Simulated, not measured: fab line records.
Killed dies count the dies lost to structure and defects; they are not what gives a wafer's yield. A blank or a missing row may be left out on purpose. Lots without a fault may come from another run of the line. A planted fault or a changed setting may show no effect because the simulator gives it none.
Which tool is to blame?	flow berkeleyCmos170	21 wafers sampled from 7 lots at 1 step of a route of 331

WHAT EACH GAUGE READ, for each wafer
UCB170_WELLDRIVE_THK_MEAS_02.
lot	measured	on	WELLDRIVE_OXIDE_THK (nm)
L104	day 3 20:01	filmMetro-01	203 202 201
L105	day 4 01:46	filmMetro-03	205 205 201
L108	day 4 17:43	filmMetro-04	205 208 208
L110	day 5 03:47	filmMetro-03	203 206 203
L117	day 6 14:26	filmMetro-03	210 210 209
L122	day 7 02:26	filmMetro-04	209 210 208
L126	day 8 08:56	filmMetro-01	201 200 202

EACH LOT AND THE TOOL THAT RAN IT (in order: tool; ch and the chambers of the sampled wafers; start)
There is no process step in the record ahead of these readings.

THE ANSWER, worked out from the rows above alone
Rule: the usual values come from the lots themselves. The widest of any qualifying gaps counts: lots, ordered by their means at a reading, are off when they make up no more than a third of the lots, leave a main group of 4 or more, and stand apart from it by 3 or more times the standard deviation of that group's means. If all means in a main group match to the digits the tables above print for the reading, that group is not used. A lot without any number at a reading at which 4 lots or more have one is off too. The other lots that the step has rows for count as sound.
No lot is off on any of the readings shown, so nothing can be concluded from this.

WHAT THE SIMULATOR HAD INSERTED
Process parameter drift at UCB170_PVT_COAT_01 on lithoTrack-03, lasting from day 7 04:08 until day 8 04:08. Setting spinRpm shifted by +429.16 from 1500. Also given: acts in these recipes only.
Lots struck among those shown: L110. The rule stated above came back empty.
